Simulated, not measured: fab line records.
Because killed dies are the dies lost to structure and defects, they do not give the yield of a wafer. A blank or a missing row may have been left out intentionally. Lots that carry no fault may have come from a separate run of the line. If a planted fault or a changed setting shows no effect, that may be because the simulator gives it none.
fab line records ; flow ritCmos
record lots=6; wafers=18; lastDay=7
route steps=202 shown CONTACT@168 M1@202
lots with no fault: from the same line, run without faults
startH: the number of hours between the record's first day and the start of the first shown wafer of the lot ; waitH: hours elapsed since this lot's preceding step ; " as in the row above ; L1.1+2: several wafers, shown together as one row ; - no value, or no start given ; * or withheld: withheld ; < > ~ a bound
route shown NAME@n: a module of which the file shows steps, and the number in the route of the first ; usual: mean and standard deviation over wafers with no fault ; same: alike in all rows ; chamber/n: place in a boat ; sites: each site's reading ; _std_site: their standard deviation ; _edge_site: mean of outer sites minus mean of inner sites ; radiusMm: for every site, how far away it sits from the centre of the wafer ; mask NAME#n: copy n ; behind: the tool/chamber that last shaped the wafer ; hold: what put the lot on hold/how long, in hours/how the hold closed ; device: transistor that didn't switch, given as n, p or np ; end of line: the route-end tests of the same wafers ; for a step that has no rows: nothing shown but its recipe ; killed: at the first sort, the dies lost to defects and structure; wafer yield is something else ; map: a wafer's dies, x killed, . not, _ none there
set.NAME: setting as actually run; set.NAME@STEP: the setting as run at that earlier step ; model.NAME: the simulator's own value behind a step, which no gauge read
lots at selected steps of the route; one table per step, one row per wafer
services: a tool's chamber out of use, with start hour (startH, from the record's first day; less than 0 if before it), hours out, and reason
## steps
# step RIT_CONTACT_CVD_00
# recipe material=SiO2; targetThkNm=400; precursor=TEOS; tempC=390; timeS=61; rfW=394.2
# usual heaterPowerW=321/38
lot.wafer;tool;chamber;startH;waitH;heaterPowerW
L867.1;pecvd-03;2;79.97;0.1;240
L867.2;pecvd-03;0;79.97;0.1;312
L867.5;pecvd-03;0;79.97;0.1;326
L870.2;pecvd-03;2;96.73;0.0;273
L870.3;pecvd-03;0;96.73;0.0;386
L870.4;pecvd-03;2;96.73;0.0;286
L871.2;pecvd-02;1;100.85;0.0;309
L871.3;pecvd-02;2;100.85;0.0;319
L871.5;pecvd-02;0;100.85;0.0;314
L879.2;pecvd-03;1;138.28;0.0;329
L879.5;pecvd-03;0;138.28;0.0;343
L879.6;pecvd-03;2;138.28;0.0;258
L882.3;pecvd-03;0;150.59;0.0;371
L882.4;pecvd-03;0;150.59;0.0;384
L882.6;pecvd-03;1;150.59;0.0;296
L886.1;pecvd-02;1;172.98;0.1;365
L886.5;pecvd-02;2;172.98;0.1;317
L886.6;pecvd-02;1;172.98;0.1;275
# step RIT_CONTACT_THK_MEAS_01
# recipe reads=SiO2_of_CONTACT_CVD_00
# usual CONTACT_TEOS_THK=399/6.7
lot.wafer;tool;chamber;startH;waitH;CONTACT_TEOS_THK[nm]
L867.1;filmMetro-01;-;80.02;0.0;401
L867.2;filmMetro-01;-;80.02;0.0;397
L867.5;filmMetro-01;-;80.02;0.0;402
L870.2;filmMetro-03;-;96.79;0.0;392
L870.3;filmMetro-03;-;96.79;0.0;392
L870.4;filmMetro-03;-;96.79;0.0;395
L871.2;filmMetro-01;-;100.91;0.0;402
L871.3;filmMetro-01;-;100.91;0.0;393
L871.5;filmMetro-01;-;100.91;0.0;410
L879.2;filmMetro-03;-;138.34;0.0;395
L879.5;filmMetro-03;-;138.34;0.0;407
L879.6;filmMetro-03;-;138.34;0.0;401
L882.3;filmMetro-03;-;150.66;0.0;397
L882.4;filmMetro-03;-;150.66;0.0;404
L882.6;filmMetro-03;-;150.66;0.0;401
L886.1;filmMetro-03;-;173.03;0.0;398
L886.5;filmMetro-03;-;173.03;0.0;393
L886.6;filmMetro-03;-;173.03;0.0;405
# step RIT_CONTACT_HMDS_02
# recipe primeTimeS=60; primeTempC=140
# step RIT_CONTACT_COAT_03
# recipe resist=NOVOLAK; spinRpm=3250; resistThkNm=1000
# step RIT_CONTACT_SOFTBAKE_04
# recipe resist=NOVOLAK; tempC=90; timeS=60
# step RIT_CONTACT_EXPOSE_05
# recipe maskId=M11; na=0.6; sourceShape=conventional; sigmaOuter=0.5; targetCdNm=1000; doseMj=250
# step RIT_CONTACT_PEB_06
# recipe resist=NOVOLAK; tempC=withheld; timeS=withheld
# step RIT_CONTACT_DEVELOP_07
# recipe resist=NOVOLAK; developTimeS=120; devTempC=23
# step RIT_CONTACT_CD_MEAS_08
# recipe targetCdNm=1000
# usual cdNm=1000.9/2.2
lot.wafer;tool;chamber;startH;waitH;cdNm
L867.1;cdSem-02;-;81.17;-;999.3
L867.2;cdSem-02;-;81.17;-;1000.2
L867.5;cdSem-02;-;81.17;-;999.1
L870.2;cdSem-02;-;97.95;-;1004.4
L870.3;cdSem-02;-;97.95;-;1001.5
L870.4;cdSem-02;-;97.95;-;1001.3
L871.2;cdSem-01;-;102.10;-;1001.3
L871.3;cdSem-01;-;102.10;-;996.9
L871.5;cdSem-01;-;102.10;-;999.4
L879.2;cdSem-01;-;139.55;-;1001.8
L879.5;cdSem-01;-;139.55;-;1001.8
L879.6;cdSem-01;-;139.55;-;1001.5
L882.3;cdSem-02;-;151.96;-;1002.4
L882.4;cdSem-02;-;151.96;-;1001.9
L882.6;cdSem-02;-;151.96;-;1000.8
L886.1;cdSem-01;-;174.34;-;1004.0
L886.5;cdSem-01;-;174.34;-;1000.7
L886.6;cdSem-01;-;174.34;-;1001.4
# step RIT_CONTACT_OVL_MEAS_09
# usual CONTACT_OVL=0.8/1.1
lot.wafer;tool;chamber;startH;waitH;CONTACT_OVL[nm]
L867.1;overlay-01;-;81.29;0.1;0.5
L867.2;overlay-01;-;81.29;0.1;1.6
L867.5;overlay-01;-;81.29;0.1;0.4
L870.2;overlay-02;-;98.06;0.1;0.9
L870.3;overlay-02;-;98.06;0.1;1.3
L870.4;overlay-02;-;98.06;0.1;0.5
L871.2;overlay-01;-;102.20;0.1;-0.9
L871.3;overlay-01;-;102.20;0.1;1.5
L871.5;overlay-01;-;102.20;0.1;-0.2
L879.2;overlay-02;-;139.66;0.1;-0.3
L879.5;overlay-02;-;139.66;0.1;-0.5
L879.6;overlay-02;-;139.66;0.1;-0.8
L882.3;overlay-02;-;152.06;0.1;0.3
L882.4;overlay-02;-;152.06;0.1;0.5
L882.6;overlay-02;-;152.06;0.1;0.0
L886.1;overlay-02;-;174.46;0.1;1.7
L886.5;overlay-02;-;174.46;0.1;2.5
L886.6;overlay-02;-;174.46;0.1;2.2
# step RIT_CONTACT_HARDBAKE_10
# recipe resist=NOVOLAK; tempC=140; timeS=60
# step RIT_CONTACT_ETCH_11
# recipe targetDepthA=4800; overEtchFrac=0.2; stopOn=TiSi2; chemistry=CHF3/CF4/Ar; target=SiO2; CHF3_flow_sccm=50; cf4FlowSccm=10; Ar_flow_sccm=100; O2_flow_sccm=5; pressureMtorr=100; rfW=200; timeS=320
# usual CHF3_flow_sccm=50.00/0.13; O2_flow_sccm=5.002/0.013; drypumpMotorCurrentA=5.5/0.31; oesProductAu=0.992/0.021; throttleValvePct=8.89/0.095
lot.wafer;tool;chamber;startH;waitH;CHF3_flow_sccm;O2_flow_sccm;drypumpMotorCurrentA;oesProductAu;rfHoursCounterH;throttleValvePct
L867.1;rieDiel-04;1;81.48;0.1;50.17;4.994;5.9;0.971;1;8.94
L867.2;rieDiel-04;2;81.48;0.1;49.58;4.988;5.4;0.978;19;8.92
L867.5;rieDiel-04;2;81.48;0.1;50.01;4.991;5.4;0.962;-;8.93
L870.2;rieDiel-03;2;98.24;0.1;49.96;5.015;6.0;1.011;127;8.79
L870.3;rieDiel-03;1;98.24;0.1;50.18;5.019;5.5;0.968;85;8.73
L870.4;rieDiel-03;1;98.24;0.1;50.13;5.028;5.5;0.961;-;8.74
L871.2;rieDiel-03;0;102.38;0.1;49.82;4.991;5.8;1.021;1;8.92
L871.3;rieDiel-03;1;102.38;0.1;49.91;5.017;5.5;0.967;85;8.73
L871.5;rieDiel-03;2;102.38;0.1;49.80;4.989;6.0;1.023;-;8.78
L879.2;rieDiel-03;2;139.84;0.1;50.08;5.022;6.0;1.013;127;8.77
L879.5;rieDiel-03;3;139.84;0.1;50.01;5.011;5.9;0.968;-;9.02
L879.6;rieDiel-03;2;139.84;0.1;50.21;4.989;6.0;1.015;-;8.76
L882.3;rieDiel-04;1;152.26;0.1;49.95;4.997;5.9;0.969;2;8.94
L882.4;rieDiel-04;0;152.26;0.1;50.13;4.996;5.2;1.011;8;8.82
L882.6;rieDiel-04;1;152.26;0.1;50.18;5.002;5.9;0.963;-;8.94
L886.1;rieDiel-03;1;174.65;0.1;49.80;5.016;5.5;0.967;86;8.74
L886.5;rieDiel-03;2;174.65;0.1;49.95;4.993;6.0;1.010;-;8.77
L886.6;rieDiel-03;1;174.65;0.1;49.86;5.000;5.5;0.974;-;8.74
# step RIT_CONTACT_STRIP_12
# recipe chemistry=O2; timeS=180; resist=NOVOLAK; platenTempC=withheld; powerW=500; pressureMtorr=4000; o2FlowSccm=4000
# usual chamberPressureMTorr=4000/3.8; drypumpMotorCurrentA=5.9/0.42
lot.wafer;tool;chamber;startH;waitH;chamberPressureMTorr;drypumpMotorCurrentA;rfHoursCounterH;model.NOVOLAK_of_CONTACT_COAT_03.thkNm
L867.1;plasmaAsher-01;0;81.67;0.1;4003;6.2;30;0
L867.2;plasmaAsher-01;1;81.67;0.1;4000;5.2;30;0
L867.5;plasmaAsher-01;0;81.67;0.1;4000;6.2;-;0
L870.2;plasmaAsher-03;0;98.43;0.1;-;-;-;766.1
L870.3;plasmaAsher-03;0;98.43;0.1;-;-;-;764.9
L870.4;plasmaAsher-03;1;98.43;0.1;-;-;-;766.7
L871.2;plasmaAsher-04;1;102.58;0.1;-;-;-;767.1
L871.3;plasmaAsher-04;1;102.58;0.1;-;-;-;766.1
L871.5;plasmaAsher-04;0;102.58;0.1;-;-;-;765.2
L879.2;plasmaAsher-03;1;140.03;0.1;4003;6.3;52;0
L879.5;plasmaAsher-03;0;140.03;0.1;3999;6.1;-;0
L879.6;plasmaAsher-03;1;140.03;0.1;4006;6.3;-;0
L882.3;plasmaAsher-01;1;152.51;0.2;4000;5.2;-;0
L882.4;plasmaAsher-01;0;152.51;0.2;3999;6.2;-;0
L882.6;plasmaAsher-01;1;152.51;0.2;4003;5.2;-;0
L886.1;plasmaAsher-03;0;174.84;0.1;3990;6.1;55;0
L886.5;plasmaAsher-03;0;174.84;0.1;4007;6.1;-;0
L886.6;plasmaAsher-03;1;174.84;0.1;4002;6.4;-;0
# step RIT_CONTACT_CD_MEAS_90
# recipe targetCdNm=1000
# usual cdNm=1001.0/2.3
lot.wafer;tool;chamber;startH;waitH;cdNm
L867.1;cdSem-02;-;81.85;0.1;999.0
L867.2;cdSem-02;-;81.85;0.1;999.8
L867.5;cdSem-02;-;81.85;0.1;998.2
L870.2;cdSem-01;-;98.63;0.1;1005.0
L870.3;cdSem-01;-;98.63;0.1;1002.3
L870.4;cdSem-01;-;98.63;0.1;1001.7
L871.2;cdSem-01;-;102.77;0.1;1001.3
L871.3;cdSem-01;-;102.77;0.1;997.9
L871.5;cdSem-01;-;102.77;0.1;999.4
L879.2;cdSem-01;-;140.23;0.1;1001.8
L879.5;cdSem-01;-;140.23;0.1;1002.1
L879.6;cdSem-01;-;140.23;0.1;1001.7
L882.3;cdSem-02;-;152.67;0.1;1001.9
L882.4;cdSem-02;-;152.67;0.1;1001.2
L882.6;cdSem-02;-;152.67;0.1;1000.6
L886.1;cdSem-02;-;175.01;0.1;1005.0
L886.5;cdSem-02;-;175.01;0.1;1001.0
L886.6;cdSem-02;-;175.01;0.1;1002.2
# step RIT_M1_PROBE_99
# usual killed_at_M0_to_M3=0.0/0.16; killedAtContacts=0.1/0.24; killedAtFrontEnd=7/3.2; killedDies=7/3.2; killedOnRim=2.0/1.5; killedOpen=3.4/2; killedShort=3.5/2.2
# same grossDies=264; killed_at_M4_up=0; killedAtBackSide=0; killedAtOther=0
lot.wafer;tool;chamber;startH;waitH;killed_at_M0_to_M3;killedAtContacts;killedAtFrontEnd;killedDies;killedOnRim;killedOpen;killedShort
L867.1;prober-02;-;86.48;0.1;0;0;5;5;1;3;2
L867.2;prober-02;-;86.53;0.1;0;0;3;3;0;1;2
L867.5;prober-02;-;86.68;0.2;0;0;8;8;2;3;5
L870.2;prober-01;-;103.32;0.1;256;0;8;264;70;3;5
L870.3;prober-01;-;103.37;0.2;252;1;11;264;70;7;5
L870.4;prober-01;-;103.42;0.2;250;0;14;264;70;5;9
L871.2;prober-02;-;107.44;0.1;259;0;5;264;70;2;3
L871.3;prober-02;-;107.49;0.2;259;0;5;264;70;2;3
L871.5;prober-02;-;107.59;0.2;253;1;10;264;70;6;5
L879.2;prober-02;-;145.13;0.1;1;0;5;6;1;2;4
L879.5;prober-02;-;145.28;0.2;0;0;9;9;3;3;6
L879.6;prober-02;-;145.33;0.2;0;0;9;9;0;4;5
L882.3;prober-01;-;157.54;0.2;0;0;6;6;3;5;1
L882.4;prober-01;-;157.59;0.2;0;0;6;6;2;6;0
L882.6;prober-01;-;157.69;0.2;0;0;4;4;1;2;2
L886.1;prober-01;-;179.50;0.1;0;0;5;5;3;1;4
L886.5;prober-01;-;179.70;0.2;0;0;6;6;2;6;0
L886.6;prober-01;-;179.75;0.2;0;0;2;2;1;1;1
# killed by level:class
L867.1 SILICIDE:geometricParticle:short=2 FOX2:geometricParticle:open=1 GATE:geometricParticle:open=1 SPACER:geometricParticle:open=1
L867.2 GATE:geometricParticle:open=1 GATE:geometricParticle:short=1 REOX:geometricParticle:short=1
L867.5 SPACER:geometricParticle:short=3 GATE:geometricParticle:short=2 SPACER:geometricParticle:open=2 FOX1:geometricParticle:open=1
L870.2 M1:areaSputter=256 GATE:geometricParticle:short=3 GATE:geometricParticle:open=1 REOX:geometricParticle:short=1 REOX:geometricParticle:open=1 SPACER:geometricParticle:short=1 SILICIDE:geometricParticle:open=1
L870.3 M1:areaSputter=252 GATE:geometricParticle:open=2 REOX:geometricParticle:open=2 SPACER:geometricParticle:open=2 SPACER:geometricParticle:short=2 FOX1:geometricParticle:short=1 REOX:geometricParticle:short=1 SILICIDE:geometricParticle:open=1
L870.4 M1:areaSputter=250 GATE:geometricParticle:short=4 FOX1:geometricParticle:short=3 GATE:geometricParticle:open=3 FOX1:geometricParticle:open=1 REOX:geometricParticle:open=1 REOX:geometricParticle:short=1 SILICIDE:geometricParticle:short=1
L871.2 M1:areaSputter=259 GATE:geometricParticle:short=2 GATE:geometricParticle:open=2 SPACER:geometricParticle:short=1
L871.3 M1:areaSputter=259 FOX2:geometricParticle:short=1 FOX2:geometricParticle:open=1 GATE:geometricParticle:open=1 GATE:geometricParticle:short=1 REOX:geometricParticle:short=1
L871.5 M1:areaSputter=253 GATE:geometricParticle:open=3 GATE:geometricParticle:short=2 SPACER:geometricParticle:open=2 FOX1:geometricParticle:open=1 REOX:geometricParticle:short=1 SPACER:geometricParticle:short=1 CONTACT:geometricParticle:short=1
L879.2 FOX1:geometricParticle:short=2 FOX2:geometricParticle:open=1 GATE:geometricParticle:short=1 SILICIDE:geometricParticle:open=1 M1:geometricParticle:short=1
L879.5 FOX1:geometricParticle:short=3 FOX1:geometricParticle:open=2 SILICIDE:geometricParticle:short=2 GATE:geometricParticle:open=1 REOX:geometricParticle:short=1
L879.6 FOX1:geometricParticle:short=2 GATE:geometricParticle:open=2 FOX2:geometricParticle:open=1 GATE:geometricParticle:short=1 REOX:geometricParticle:short=1 SPACER:geometricParticle:open=1 SILICIDE:geometricParticle:short=1
L882.3 SILICIDE:geometricParticle:open=3 FOX1:geometricParticle:short=1 GATE:geometricParticle:open=1 REOX:geometricParticle:open=1
L882.4 FOX1:geometricParticle:open=2 GATE:geometricParticle:open=2 FOX2:geometricParticle:open=1 SPACER:geometricParticle:open=1
L882.6 FOX1:geometricParticle:short=1 FOX2:geometricParticle:open=1 GATE:geometricParticle:short=1 REOX:geometricParticle:open=1
L886.1 FOX1:geometricParticle:open=1 FOX2:geometricParticle:short=1 GATE:geometricParticle:short=1 SPACER:geometricParticle:short=1 SILICIDE:geometricParticle:short=1
L886.5 SPACER:geometricParticle:open=2 FOX1:geometricParticle:open=1 FOX2:geometricParticle:open=1 GATE:geometricParticle:open=1 REOX:geometricParticle:open=1
L886.6 GATE:geometricParticle:open=1 GATE:geometricParticle:short=1
# map L870.2 (x killed, . not)
________xxxxxxx_______
_____xxxxxxxxxxxxx____
____xxxxxxxxxxxxxxx___
___xxxxxxxxxxxxxxxxx__
__xxxxxxxxxxxxxxxxxxx_
__xxxxxxxxxxxxxxxxxxx_
_xxxxxxxxxxxxxxxxxxxxx
_xxxxxxxxxxxxxxxxxxxxx
_xxxxxxxxxxxxxxxxxxxxx
_xxxxxxxxxxxxxxxxxxxxx
__xxxxxxxxxxxxxxxxxxx_
__xxxxxxxxxxxxxxxxxxx_
___xxxxxxxxxxxxxxxxx__
____xxxxxxxxxxxxxxx___
_____xxxxxxxxxxxxx____
________xxxxxxx_______
# map L871.2 (x killed, . not)
________xxxxxxx_______
_____xxxxxxxxxxxxx____
____xxxxxxxxxxxxxxx___
___xxxxxxxxxxxxxxxxx__
__xxxxxxxxxxxxxxxxxxx_
__xxxxxxxxxxxxxxxxxxx_
_xxxxxxxxxxxxxxxxxxxxx
_xxxxxxxxxxxxxxxxxxxxx
_xxxxxxxxxxxxxxxxxxxxx
_xxxxxxxxxxxxxxxxxxxxx
__xxxxxxxxxxxxxxxxxxx_
__xxxxxxxxxxxxxxxxxxx_
___xxxxxxxxxxxxxxxxx__
____xxxxxxxxxxxxxxx___
_____xxxxxxxxxxxxx____
________xxxxxxx_______
## services
tool;chamber;startH;hours;kind
rieDiel-04;3;77.15;7.1;repair
pecvd-02;-;77.47;0.3;repair
plasmaAsher-04;-;86.48;2.8;pm
rieDiel-04;3;91.80;-;clean
rieDiel-04;3;91.80;19.7;scheduledDown
rieDiel-04;3;91.80;19.7;ventCycle
rieDiel-03;3;97.72;26.2;repair
pecvd-03;2;107.05;5.6;repair
pecvd-02;1;114.88;9.0;repair
plasmaAsher-01;-;114.96;0.6;repair
plasmaAsher-03;-;121.60;2.2;repair
rieDiel-03;-;134.61;2.8;pm
rieDiel-04;2;170.45;2.5;repair
plasmaAsher-03;-;172.03;2.8;pm
## key
firstSign step=RIT_CONTACT_STRIP_12; reading=toolRecord; direction=missing
effect step=RIT_M1_PROBE_99; reading=killed_at_M0_to_M3; direction=up; sigmas=99+; usual=0.0; struck=254.8
modelEffect step=RIT_CONTACT_STRIP_12; value=NOVOLAK_of_CONTACT_COAT_03.thkNm; without=0; struck=766
moreKillsBornAt RIT_M1_SPUTTER_00@pvdSputter-01=771; RIT_M1_SPUTTER_00@pvdSputter-04=758
metAt RIT_CONTACT_STRIP_12
struckWafers L870.2,L870.3,L870.4,L871.2,L871.3,L871.5
laterRowsLeftOut L870.2,L870.3,L870.4,L871.2,L871.3,L871.5
testerLeftOut L870,L871
fault kind=skippedStepWhole; tool=plasmaAsher-03,plasmaAsher-04; chamber=-; onsetH=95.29; steps=RIT_CONTACT_STRIP_12; scope=struckLotsOnly
# testerLeftOut: of these lots the tester's yield and bins aren't shown, on N5 and GAA mostly nor the transistor test; their killed dies are dies lost to structure and defects alone, not to doping, threshold or leakage, so they don't give the yield
# laterRowsLeftOut: the simulator's readings of these wafers behind a module that went badly wrong aren't trusted and aren't shown, but for the sort
